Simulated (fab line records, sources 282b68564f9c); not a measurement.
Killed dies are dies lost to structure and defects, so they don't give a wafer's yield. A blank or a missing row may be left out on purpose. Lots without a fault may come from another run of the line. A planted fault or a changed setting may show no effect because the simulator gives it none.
fab line records | flow rit_cmos
record lots=6 wafers=18 last_day=7
route steps=202 shown SILICIDE@167 CONTACT@168 M1@184
lots that met no fault: from a run of the same line without faults
start_h: hours from the record's first day to the start of the lot's first wafer shown | wait_h: hours since the lot's step before | " the same as in the row above | L1.1+2: a row that stands for several wafers | - no value, or no start given | * or withheld: withheld | < > ~ a bound
route shown NAME@n: a module of which the file shows steps, and the number in the route of the first | usual: mean/standard deviation of fault-free wafers | same: alike in all rows | chamber/n: place in a boat | sites: the reading at each site | _std_site: their standard deviation | _edge_site: outer sites' mean less inner sites' | radius_mm: how far each site lies from the wafer's centre | mask NAME#n: copy n | behind: the tool/chamber that last shaped the wafer | hold: why the lot was held/for how many hours/how that ended | device: the transistor (n, p or np) that didn't switch | end of line: the same wafers' tests at the end of the route | a step without rows: its recipe alone | killed: dies lost to structure and defects at the first sort, not the wafer's yield | map: a wafer's dies, x killed, . not, _ none there
set.NAME: the setting as run; set.NAME@STEP: as run at that earlier step | model.NAME: the simulator's own value behind a step, which no gauge read
lots at some steps of the route; a table a step, a row a wafer
services: from which hour (start_h, from the record's first day; less than 0 if before it) a tool's chamber was out of use, for how many hours, and why
## steps
# step RIT_SILICIDE_RTA_06
# recipe temp_c=750 time_s=10 idle_temp_c=25 ramp_up_s=5 ramp_down_s=10 cool_to_c=25 ambient=N2
# usual wafer_temp_C_max=755.3/1.1
# columns lot.wafer tool chamber start_h wait_h wafer_temp_C_max
L384.1 rtp_anneal-01 0 68.44 0.0 753.9
L384.3 " 0 " " 754.7
L384.5 " 0 " " 753.9
L386.3 rtp_anneal-01 0 81.61 0.0 755.3
L386.4 " 0 " " 755.9
L386.6 " 0 " " 755.9
L390.2 rtp_anneal-01 0 96.88 0.0 754.4
L390.3 " 0 " " 754.4
L390.6 " 0 " " 754.3
L395.2 rtp_anneal-02 0 127.28 0.0 756.2
L395.3 " 0 " " 754.2
L395.5 " 0 " " 755.1
L398.1 rtp_anneal-02 0 142.04 0.0 754.3
L398.5 " 0 " " 754.2
L398.6 " 0 " " 755.3
L401.2 rtp_anneal-02 0 150.43 0.0 755.8
L401.4 " 0 " " 756.9
L401.5 " 0 " " 754.6
# step RIT_CONTACT_CVD_00
# recipe material=SiO2 target_thk_nm=400 precursor=TEOS temp_c=390 time_s=61 rf_w=400
# usual heater_power_w=326/56
# columns lot.wafer tool chamber start_h wait_h heater_power_w
L384.1 pecvd-01 2 68.50 0.1 353
L384.3 " 0 " " 221
L384.5 " 2 " " 380
L386.3 pecvd-02 0 81.66 0.0 356
L386.4 " 0 " " 362
L386.6 " 1 " " 306
L390.2 pecvd-01 0 96.93 0.0 230
L390.3 " 2 " " 418
L390.6 " 1 " " 364
L395.2 pecvd-02 0 127.33 0.0 338
L395.3 " 1 " " 311
L395.5 " 1 " " 322
L398.1 pecvd-03 1 142.11 0.1 434
L398.5 " 1 " " 454
L398.6 " 0 " " 315
L401.2 pecvd-03 0 150.49 0.0 288
L401.4 " 0 " " 291
L401.5 " 2 " " 305
# step RIT_CONTACT_THK_MEAS_01
# recipe reads=SiO2_of_CONTACT_CVD_00
# usual CONTACT_TEOS_THK=400/5.5
# columns lot.wafer tool chamber start_h wait_h CONTACT_TEOS_THK[nm]
L384.1 film_metro-02 - 68.55 0.0 395
L384.3 " - " " 404
L384.5 " - " " 408
L386.3 film_metro-04 - 81.73 0.0 393
L386.4 " - " " 405
L386.6 " - " " 407
L390.2 film_metro-04 - 96.99 0.0 398
L390.3 " - " " 393
L390.6 " - " " 397
L395.2 film_metro-01 - 127.39 0.0 390
L395.3 " - " " 392
L395.5 " - " " 404
L398.1 film_metro-04 - 142.16 0.0 392
L398.5 " - " " 404
L398.6 " - " " 412
L401.2 film_metro-04 - 150.55 0.0 406
L401.4 " - " " 411
L401.5 " - " " 400
# step RIT_CONTACT_HMDS_02
# recipe prime_time_s=60 prime_temp_c=140
# step RIT_CONTACT_COAT_03
# recipe resist=NOVOLAK spin_rpm=3250 resist_thk_nm=1000
# step RIT_CONTACT_SOFTBAKE_04
# recipe resist=NOVOLAK temp_c=90 time_s=60
# step RIT_CONTACT_EXPOSE_05
# recipe mask_id=M11 na=0.6 source_shape=conventional sigma_outer=0.5 target_cd_nm=1000 dose_mj=250
# step RIT_CONTACT_PEB_06
# recipe resist=NOVOLAK temp_c=withheld time_s=withheld
# step RIT_CONTACT_DEVELOP_07
# recipe resist=NOVOLAK develop_time_s=120 dev_temp_c=23
# step RIT_CONTACT_CD_MEAS_08
# recipe target_cd_nm=1000
# usual cd_nm=1000.4/2.5
# columns lot.wafer tool chamber start_h wait_h cd_nm
L384.1 cd_sem-01 - 69.71 - 998.9
L384.3 " - " " 998.2
L384.5 " - " " 996.5
L386.3 cd_sem-01 - 82.90 - 998.6
L386.4 " - " " 998.4
L386.6 " - " " 1000.9
L390.2 cd_sem-02 - 98.16 - 996.5
L390.3 " - " " 995.3
L390.6 " - " " 996.0
L395.2 cd_sem-01 - 128.55 - 1004.0
L395.3 " - " " 1003.6
L395.5 " - " " 1003.2
L398.1 cd_sem-02 - 143.31 - 1001.4
L398.5 " - " " 999.8
L398.6 " - " " 1001.0
L401.2 cd_sem-01 - 151.59 - 1000.5
L401.4 " - " " 999.5
L401.5 " - " " 999.2
# step RIT_CONTACT_OVL_MEAS_09
# usual CONTACT_OVL=-0.9/1.2
# columns lot.wafer tool chamber start_h wait_h CONTACT_OVL[nm]
L384.1 overlay-01 - 69.83 0.1 -1.3
L384.3 " - " " -2.4
L384.5 " - " " -3.8
L386.3 overlay-02 - 82.99 0.1 -2.2
L386.4 " - " " -0.6
L386.6 " - " " -1.8
L390.2 overlay-01 - 98.26 0.1 0.7
L390.3 " - " " 0.5
L390.6 " - " " 0.4
L395.2 overlay-01 - 128.66 0.1 0.4
L395.3 " - " " 0.9
L395.5 " - " " 2.0
L398.1 overlay-02 - 143.43 0.1 -2.5
L398.5 " - " " -1.2
L398.6 " - " " -1.1
L401.2 overlay-01 - 151.69 0.1 -1.2
L401.4 " - " " -2.5
L401.5 " - " " -2.0
# step RIT_CONTACT_HARDBAKE_10
# recipe resist=NOVOLAK temp_c=140 time_s=60
# step RIT_CONTACT_ETCH_11
# recipe target_depth_a=4800 over_etch_frac=0.2 stop_on=TiSi2 chemistry=CHF3/CF4/Ar target=SiO2 CHF3_flow_sccm=50 cf4_flow_sccm=10 Ar_flow_sccm=100 O2_flow_sccm=5 pressure_mtorr=100 rf_w=200 time_s=320
# usual chamber_pressure_mTorr=100.00/0.095 drypump_motor_current_A=5.8/0.62 oes_product_au=0.993/0.016 throttle_valve_pct=8.89/0.15
# columns lot.wafer tool chamber start_h wait_h chamber_pressure_mTorr drypump_motor_current_A oes_product_au rf_hours_counter_h throttle_valve_pct model.etch.depth_nm model.CONTACT.feature_depth_nm model.NOVOLAK_of_CONTACT_COAT_03.thk_nm
L384.1 rie_diel-04 1 70.01 0.1 99.93 5.0 1.001 7 8.66 395.2 395.2 767.3
L384.3 " 0 " " 99.98 6.6 1.003 1 8.75 404.4 404.4 773.1
L384.5 " 1 " " 99.96 5.0 0.997 - 8.64 408.4 408.4 768.4
L386.3 rie_diel-04 3 83.17 0.1 99.98 6.4 0.976 51 8.89 393 393 775.8
L386.4 " 0 " " 100.01 6.6 1.012 2 8.75 405.2 405.2 779.4
L386.6 " 0 " " 100.00 6.6 1.010 - 8.75 406.4 406.4 779.5
L390.2 rie_diel-04 1 98.44 0.1 100.05 5.0 1.000 8 8.67 398.6 398.6 771.3
L390.3 " 3 " " 99.77 6.4 0.970 51 8.91 393.2 393.2 771.9
L390.6 " 1 " " 99.98 5.0 1.008 - 8.68 396.8 396.8 773.8
L395.2 rie_diel-03 0 128.84 0.1 100.02 6.7 0.997 6 8.75 389.9 389.9 761.1
L395.3 " 1 " " 100.02 6.2 1.007 90 8.80 392 392 760.5
L395.5 " 0 " " 99.87 6.7 0.999 - 8.74 403.8 403.8 761.3
L398.1 rie_diel-03 2 143.62 0.1 99.90 5.2 1.002 1 8.85 391.7 391.7 767.4
L398.5 " 1 " " 99.87 6.2 1.002 - 8.81 369.8 369.8 790.5
L398.6 " 2 " " 100.03 5.2 1.004 - 8.85 412.1 412.1 768.8
L401.2 rie_diel-03 0 151.87 0.1 100.04 6.7 1.001 6 8.73 406.4 406.4 763.2
L401.4 " 2 " " 99.99 5.2 1.002 1 8.86 410.7 410.7 764.7
L401.5 " 1 " " 100.06 6.2 1.002 - 8.81 368.6 368.6 788.6
# step RIT_CONTACT_STRIP_12
# recipe chemistry=O2 time_s=180 resist=NOVOLAK platen_temp_c=withheld power_w=500 pressure_mtorr=4000 o2_flow_sccm=4000
# step RIT_CONTACT_CD_MEAS_90
# recipe target_cd_nm=1000
# usual cd_nm=1000.4/2.5
# columns lot.wafer tool chamber start_h wait_h cd_nm
L384.1 cd_sem-01 - 70.38 0.1 999.1
L384.3 " - " " 997.7
L384.5 " - " " 996.6
L386.3 cd_sem-01 - 83.57 0.1 998.0
L386.4 " - " " 997.8
L386.6 " - " " 1000.5
L390.2 cd_sem-02 - 98.83 0.1 996.1
L390.3 " - " " 996.1
L390.6 " - " " 996.3
L395.2 cd_sem-02 - 129.23 0.1 1004.2
L395.3 " - " " 1003.6
L395.5 " - " " 1002.9
L398.1 cd_sem-02 - 143.99 0.1 1002.2
L398.5 " - " " 998.8
L398.6 " - " " 1000.8
L401.2 cd_sem-02 - 152.26 0.1 1000.3
L401.4 " - " " 999.2
L401.5 " - " " 998.5
# step RIT_CONTACT_CLEAN_13
# recipe chemistry=SC1 mix=3:3:50 time_s=600 temp_c=75
# step RIT_CONTACT_CLEAN_14
# recipe chemistry=SC2 mix=3:3:50 time_s=600 temp_c=75 dry=n2_spin
# step RIT_M1_SPUTTER_00
# recipe material=Al target_thk_nm=400 power_w=2000 chamber_pressure_pa=0.4 gas=Ar time_s=500 substrate_temp_c=25
# usual throttle_valve_pct=29.9/0.93
# columns lot.wafer tool chamber start_h wait_h throttle_valve_pct
L384.1 pvd_sputter-03 - 70.85 0.0 28.9
L384.3 " - " " 31.4
L384.5 " - " " 28.6
L386.3 pvd_sputter-02 - 84.00 0.0 30.7
L386.4 " - " " 30.8
L386.6 " - " " 30.7
L390.2 pvd_sputter-02 - 99.30 0.0 30.7
L390.3 " - " " 31.1
L390.6 " - " " 30.9
L395.2 pvd_sputter-03 - 129.70 0.0 28.7
L395.3 " - " " 28.6
L395.5 " - " " 28.7
L398.1 pvd_sputter-02 - 144.47 0.0 30.7
L398.6 " - " " 30.8
L401.2 pvd_sputter-01 - 152.71 0.0 28.6
L401.4 " - " " 30.0
# step RIT_M1_RS_MEAS_01
# recipe thk_meas_gauge=four-point-probe reads=Al_of_M1_SPUTTER_00
# usual M1_AL_RS=0.0738/0.00088
# columns lot.wafer tool chamber start_h wait_h M1_AL_RS[ohm/sq]
L384.1 film_metro-04 - 71.15 0.1 0.0736
L384.3 " - " " 0.0723
L384.5 " - " " 0.0723
L386.3 film_metro-01 - 84.34 0.2 0.0743
L386.4 " - " " 0.0745
L386.6 " - " " 0.0751
L390.2 film_metro-01 - 99.61 0.2 0.0738
L390.3 " - " " 0.0737
L390.6 " - " " 0.0728
L395.2 film_metro-04 - 130.01 0.2 0.0735
L395.3 " - " " 0.0734
L395.5 " - " " 0.0737
L398.1 film_metro-01 - 144.77 0.1 0.0734
L398.6 " - " " 0.0734
L401.2 film_metro-04 - 153.03 0.2 0.0731
L401.4 " - " " 0.0742
# step RIT_M1_THK_MEAS_02
# recipe thk_meas_gauge=xrf reads=Al_of_M1_SPUTTER_00
# usual M1_AL_THK=391/4.8
# columns lot.wafer tool chamber start_h wait_h M1_AL_THK[nm]
L384.1 film_metro-04 - 71.27 0.1 393
L384.3 " - " " 400
L384.5 " - " " 399
L386.3 film_metro-01 - 84.44 0.1 389
L386.4 " - " " 384
L386.6 " - " " 381
L390.2 film_metro-01 - 99.72 0.1 386
L390.3 " - " " 385
L390.6 " - " " 391
L395.2 film_metro-04 - 130.12 0.1 392
L395.3 " - " " 394
L395.5 " - " " 394
L398.1 film_metro-01 - 144.89 0.1 390
L398.6 " - " " 392
L401.2 film_metro-04 - 153.14 0.1 397
L401.4 " - " " 390
# step RIT_M1_HMDS_03
# recipe prime_time_s=60 prime_temp_c=140
# step RIT_M1_COAT_04
# recipe resist=NOVOLAK spin_rpm=2000 resist_thk_nm=1300
# step RIT_M1_SOFTBAKE_05
# recipe resist=NOVOLAK temp_c=90 time_s=60
# step RIT_M1_EXPOSE_06
# recipe mask_id=M12 na=0.6 source_shape=conventional sigma_outer=0.5 target_cd_nm=2600 dose_mj=250
# step RIT_M1_PEB_07
# recipe resist=NOVOLAK temp_c=withheld time_s=withheld
# step RIT_M1_DEVELOP_08
# recipe resist=NOVOLAK develop_time_s=68 dev_temp_c=23
# step RIT_M1_CD_MEAS_09
# recipe target_cd_nm=2600
# usual cd_nm=2599.8/2.6
# columns lot.wafer tool chamber start_h wait_h cd_nm
L384.1 cd_sem-01 - 72.35 - 2596.0
L384.3 " - " " 2597.5
L384.5 " - " " 2596.7
L386.3 cd_sem-01 - 85.53 - 2600.8
L386.4 " - " " 2600.1
L386.6 " - " " 2600.2
L390.2 cd_sem-01 - 100.67 - 2601.0
L390.3 " - " " 2600.9
L390.6 " - " " 2601.8
L395.2 cd_sem-01 - 131.07 - 2597.9
L395.3 " - " " 2594.7
L395.5 " - " " 2595.7
L398.1 cd_sem-02 - 145.95 - 2603.2
L398.6 " - " " 2600.9
L401.2 cd_sem-02 - 154.24 - 2598.6
L401.4 " - " " 2599.0
# step RIT_M1_OVL_MEAS_10
# usual M1_OVL=-0.5/1.3
# columns lot.wafer tool chamber start_h wait_h M1_OVL[nm]
L384.1 overlay-02 - 72.47 0.1 1.1
L384.3 " - " " 1.3
L384.5 " - " " 0.4
L386.3 overlay-02 - 85.62 0.1 1.3
L386.4 " - " " -0.8
L386.6 " - " " 0.4
L390.2 overlay-01 - 100.78 0.1 -2.7
L390.3 " - " " -2.1
L390.6 " - " " -2.7
L395.2 overlay-02 - 131.18 0.1 -3.3
L395.3 " - " " -3.1
L395.5 " - " " -1.4
L398.1 overlay-01 - 146.07 0.1 -1.5
L398.6 " - " " -0.4
L401.2 overlay-01 - 154.35 0.1 -0.9
L401.4 " - " " -1.8
# step RIT_M1_HARDBAKE_11
# recipe resist=NOVOLAK temp_c=140 time_s=120
# step RIT_M1_METAL_ETCH_12
# recipe stop_on=SiO2 chemistry=Cl2/BCl3 target=Al time_s=165 over_etch_frac=0.5 pressure_mtorr=100 target_depth_a=6000 rf_w=250 Cl2_flow_sccm=60 bcl3_flow_sccm=50
# usual chamber_pressure_mTorr=100.00/0.089 drypump_motor_current_A=5.7/0.41 he_backside_leak_sccm=3.4/0.35 oes_product_au=0.778/0.016 throttle_valve_pct=8.30/0.11
# columns lot.wafer tool chamber start_h wait_h chamber_pressure_mTorr drypump_motor_current_A he_backside_leak_sccm oes_product_au rf_hours_counter_h throttle_valve_pct
L384.1 rie_metal-03 0 72.76 0.2 99.92 5.7 3.8 0.786 3 8.42
L384.3 " 1 " " 100.00 5.0 3.2 0.767 - 8.46
L384.5 " 1 " " 100.12 5.0 3.4 0.755 - 8.46
L386.3 rie_metal-04 0 85.95 0.2 100.09 6.4 3.4 0.781 - 8.28
L386.4 " 1 " " 99.98 5.7 3.6 0.753 - 8.12
L386.6 " 1 " " 100.10 5.7 3.3 0.758 - 8.10
L390.2 rie_metal-03 1 101.06 0.2 100.04 5.0 3.3 0.753 3 8.45
L390.3 " 0 " " 99.96 5.7 3.4 0.785 - 8.37
L390.6 " 0 " " 100.14 5.7 3.3 0.792 - 8.39
L395.2 rie_metal-04 1 131.46 0.2 100.06 5.7 4.6 0.750 33 8.11
L395.3 " 0 " " 100.04 6.4 3.4 0.784 - 8.27
L395.5 " 1 " " 100.08 5.7 6.3 0.763 - 8.11
L398.1 rie_metal-03 1 146.44 0.2 100.05 5.0 3.2 0.755 3 8.46
L398.6 " 1 " " 99.93 5.0 3.0 0.759 - 8.46
L401.2 rie_metal-03 1 154.63 0.2 99.87 5.0 3.5 0.760 4 8.46
L401.4 " 1 " " 99.95 5.0 3.4 0.749 - 8.43
# step RIT_M1_STRIP_13
# recipe chemistry=nmp resist=NOVOLAK temp_c=80 time_s=600 dry=n2_spin
# step RIT_M1_STRIP_14
# recipe chemistry=O2 time_s=180 platen_temp_c=withheld power_w=500 pressure_mtorr=4000 o2_flow_sccm=4000
# usual chamber_pressure_mTorr=4000/3.6 drypump_motor_current_A=6.2/0.38
# columns lot.wafer tool chamber start_h wait_h chamber_pressure_mTorr drypump_motor_current_A rf_hours_counter_h
L384.1 plasma_asher-03 0 73.09 0.0 4002 6.7 44
L384.3 " 0 " " 4002 6.8 -
L384.5 " 0 " " 3999 6.8 -
L386.3 plasma_asher-02 0 86.29 0.1 3996 5.6 -
L386.4 " 1 " " 4000 5.8 -
L386.6 " 1 " " 3997 5.8 -
L390.2 plasma_asher-02 0 101.41 0.0 4005 5.6 40
L390.3 " 1 " " 4006 5.8 -
L390.6 " 1 " " 4001 5.8 -
L395.2 plasma_asher-03 0 131.81 0.0 3999 6.8 50
L395.3 " 1 " " 4001 6.3 -
L395.5 " 0 " " 4000 6.8 -
L398.1 plasma_asher-04 0 146.94 0.0 4001 6.0 37
L398.6 " 1 " " 3998 6.2 -
L401.2 plasma_asher-02 0 154.97 0.0 3998 5.7 47
L401.4 " 1 " " 3996 5.8 -
# step RIT_M1_CD_MEAS_90
# recipe target_cd_nm=2600
# usual cd_nm=2601/3.7
# columns lot.wafer tool chamber start_h wait_h cd_nm
L384.1 cd_sem-01 - 73.27 0.1 2600
L384.3 " - " " 2600
L384.5 " - " " 2598
L386.3 cd_sem-01 - 86.44 0.1 2598
L386.4 " - " " 2596
L386.6 " - " " 2596
L390.2 cd_sem-02 - 101.61 0.1 2602
L390.3 " - " " 2604
L390.6 " - " " 2607
L395.2 cd_sem-02 - 132.00 0.1 2599
L395.3 " - " " 2593
L395.5 " - " " 2597
L398.1 cd_sem-01 - 147.12 0.1 2604
L398.6 " - " " 2601
L401.2 cd_sem-02 - 155.16 0.1 2599
L401.4 " - " " 2601
# step RIT_M1_ANNEAL_15
# recipe temp_c=450 time_s=1800 ambient=forming_gas_H2N2
# step RIT_M1_BOW_MEAS_16
# recipe mode=bow
# usual M1_BOW=17/6.7
# columns lot.wafer tool chamber start_h wait_h M1_BOW[um]
L384.1 film_metro-03 - 74.89 0.0 17
L384.3 " - " " 10
L384.5 " - " " 15
L386.3 film_metro-01 - 88.06 0.0 20
L386.4 " - " " 16
L386.6 " - " " 18
L390.2 film_metro-04 - 103.23 0.0 10
L390.3 " - " " 11
L390.6 " - " " 15
L395.2 film_metro-04 - 133.62 0.0 8
L395.3 " - " " 23
L395.5 " - " " 8
L398.1 film_metro-04 - 150.23 0.0 19
L398.6 " - " " -1
L401.2 film_metro-04 - 156.78 0.0 8
L401.4 " - " " 14
# step RIT_M1_PROBE_99
# usual killed_at_contacts=0.1/0.27 killed_at_front_end=6/3 killed_dies=7/3 killed_on_rim=1.7/1.4 killed_open=3.1/2 killed_short=3.4/2
# same gross_dies=264 killed_at_M0_to_M3=0 killed_at_M4_up=0 killed_at_back_side=0 killed_at_other=0
# columns lot.wafer tool chamber start_h wait_h killed_at_contacts killed_at_front_end killed_dies killed_on_rim killed_open killed_short
L384.1 prober-01 - 75.01 0.1 1 5 6 4 3 3
L384.3 prober-01 - 75.11 0.2 0 6 6 2 3 3
L384.5 prober-01 - 75.21 0.2 1 1 2 0 1 1
L390.2 prober-01 - 103.38 0.1 0 11 11 4 4 7
L390.3 prober-01 - 103.43 0.2 0 12 12 5 9 3
L390.6 prober-01 - 103.58 0.2 0 9 9 0 6 3
L395.2 prober-02 - 133.77 0.1 0 7 7 1 4 3
L395.3 prober-02 - 133.82 0.2 0 7 7 1 4 3
L395.5 prober-02 - 133.92 0.2 1 11 12 4 5 7
L398.1 prober-02 - 150.35 0.1 0 8 8 3 3 5
L398.5 prober-02 - 150.55 0.2 259 5 264 70 2 3
L398.6 prober-02 - 150.60 0.2 0 9 9 4 3 6
L401.2 prober-02 - 156.93 0.1 0 4 4 3 0 4
L401.4 prober-02 - 157.03 0.2 0 4 4 1 1 3
L401.5 prober-02 - 157.08 0.2 260 4 264 70 0 4
# killed by level:class
L384.1 GATE:geometric_particle:short=2 SPACER:geometric_particle:open=2 FOX1:geometric_particle:short=1 CONTACT:geometric_particle:open=1
L384.3 GATE:geometric_particle:short=2 FOX1:geometric_particle:short=1 FOX2:geometric_particle:open=1 SPACER:geometric_particle:open=1 SILICIDE:geometric_particle:open=1
L384.5 GATE:geometric_particle:open=1 CONTACT:geometric_particle:short=1
L390.2 GATE:geometric_particle:short=3 FOX1:geometric_particle:open=2 FOX1:geometric_particle:short=2 SPACER:geometric_particle:short=2 SILICIDE:geometric_particle:open=2
L390.3 GATE:geometric_particle:open=5 SPACER:geometric_particle:open=2 FOX2:geometric_particle:open=1 GATE:geometric_particle:short=1 REOX:geometric_particle:short=1 REOX:geometric_particle:open=1 SILICIDE:geometric_particle:short=1
L390.6 GATE:geometric_particle:open=2 SILICIDE:geometric_particle:short=2 FOX1:geometric_particle:short=1 FOX2:geometric_particle:open=1 REOX:geometric_particle:open=1 SPACER:geometric_particle:open=1 SILICIDE:geometric_particle:open=1
L395.2 GATE:geometric_particle:open=2 FOX2:geometric_particle:short=1 FOX2:geometric_particle:open=1 GATE:geometric_particle:short=1 REOX:geometric_particle:open=1 REOX:geometric_particle:short=1
L395.3 REOX:geometric_particle:open=2 FOX1:geometric_particle:short=1 FOX2:geometric_particle:short=1 REOX:geometric_particle:short=1 SPACER:geometric_particle:open=1 SILICIDE:geometric_particle:open=1
L395.5 GATE:geometric_particle:open=3 REOX:geometric_particle:short=3 REOX:geometric_particle:open=2 FOX2:geometric_particle:short=1 GATE:geometric_particle:short=1 SPACER:geometric_particle:short=1 CONTACT:geometric_particle:short=1
L398.1 GATE:geometric_particle:short=3 SPACER:geometric_particle:short=2 FOX2:geometric_particle:open=1 REOX:geometric_particle:open=1 SPACER:geometric_particle:open=1
L398.5 CONTACT:area_etch=259 FOX1:geometric_particle:short=2 FOX1:geometric_particle:open=1 GATE:geometric_particle:short=1 SPACER:geometric_particle:open=1
L398.6 GATE:geometric_particle:short=3 REOX:geometric_particle:open=2 FOX1:geometric_particle:short=1 FOX2:geometric_particle:short=1 GATE:geometric_particle:open=1 SPACER:geometric_particle:short=1
L401.2 FOX1:geometric_particle:short=2 SPACER:geometric_particle:short=2
L401.4 FOX1:geometric_particle:short=1 FOX2:geometric_particle:short=1 GATE:geometric_particle:open=1 REOX:geometric_particle:short=1
L401.5 CONTACT:area_etch=260 SPACER:geometric_particle:short=2 FOX1:geometric_particle:short=1 GATE:geometric_particle:short=1
# map L398.5 (x killed, . not)
________xxxxxxx_______
_____xxxxxxxxxxxxx____
____xxxxxxxxxxxxxxx___
___xxxxxxxxxxxxxxxxx__
__xxxxxxxxxxxxxxxxxxx_
__xxxxxxxxxxxxxxxxxxx_
_xxxxxxxxxxxxxxxxxxxxx
_xxxxxxxxxxxxxxxxxxxxx
_xxxxxxxxxxxxxxxxxxxxx
_xxxxxxxxxxxxxxxxxxxxx
__xxxxxxxxxxxxxxxxxxx_
__xxxxxxxxxxxxxxxxxxx_
___xxxxxxxxxxxxxxxxx__
____xxxxxxxxxxxxxxx___
_____xxxxxxxxxxxxx____
________xxxxxxx_______
# map L401.5 (x killed, . not)
________xxxxxxx_______
_____xxxxxxxxxxxxx____
____xxxxxxxxxxxxxxx___
___xxxxxxxxxxxxxxxxx__
__xxxxxxxxxxxxxxxxxxx_
__xxxxxxxxxxxxxxxxxxx_
_xxxxxxxxxxxxxxxxxxxxx
_xxxxxxxxxxxxxxxxxxxxx
_xxxxxxxxxxxxxxxxxxxxx
_xxxxxxxxxxxxxxxxxxxxx
__xxxxxxxxxxxxxxxxxxx_
__xxxxxxxxxxxxxxxxxxx_
___xxxxxxxxxxxxxxxxx__
____xxxxxxxxxxxxxxx___
_____xxxxxxxxxxxxx____
________xxxxxxx_______
## services
# columns tool chamber start_h hours kind
plasma_asher-03 - 56.59 2.4 repair
rie_metal-04 - 69.41 2.8 pm
pvd_sputter-03 - 85.99 0.6 repair
pecvd-02 1 94.49 7.6 repair
pvd_sputter-03 - 97.40 8.0 repair
rie_diel-03 2 104.07 - clean
rie_diel-03 2 104.07 17.1 scheduled_down
rie_diel-03 2 104.07 17.1 vent_cycle
plasma_asher-02 - 105.02 4.3 repair
pvd_sputter-01 - 105.71 5.2 repair
rie_diel-03 0 112.56 7.1 repair
pvd_sputter-02 - 126.24 7.0 repair
pecvd-03 - 133.40 1.8 repair
plasma_asher-02 - 135.24 0.7 repair
rie_metal-04 - 136.12 20.0 pm
rie_metal-04 0 136.12 20.0 vent_cycle
rie_metal-04 1 136.12 20.0 vent_cycle
rie_metal-03 0 140.68 10.3 repair
pvd_sputter-02 - 150.76 13.1 repair
## key
first_sign step=RIT_M1_PROBE_99 reading=killed_at_contacts direction=up sigmas=99+ usual=0.1 struck=259.5
effect step=RIT_M1_PROBE_99 reading=killed_dies direction=up sigmas=85 usual=7 struck=264
model_effect step=RIT_CONTACT_ETCH_11 value=etch.depth_nm without=401.7 struck=369.2
more_kills_born_at RIT_CONTACT_ETCH_11@rie_diel-03=519
met_at RIT_CONTACT_ETCH_11
struck_wafers L398.5,L401.5
later_rows_left_out L398.5,L401.5
tester_left_out L398,L401
onset_between 128.84 143.62
fault kind=process_parameter_drift tool=rie_diel-03 chamber=1 onset_h=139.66 steps=RIT_CONTACT_ETCH_11 channel=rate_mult offset=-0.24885 shape=step end_h=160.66
# tester_left_out: of these lots the tester's yield and bins aren't shown, on N5 and GAA mostly nor the transistor test; their killed dies are dies lost to structure and defects alone, not to doping, threshold or leakage, so they don't give the yield
# later_rows_left_out: the simulator's readings of these wafers behind a module that went badly wrong aren't trusted and aren't shown, but for the sort
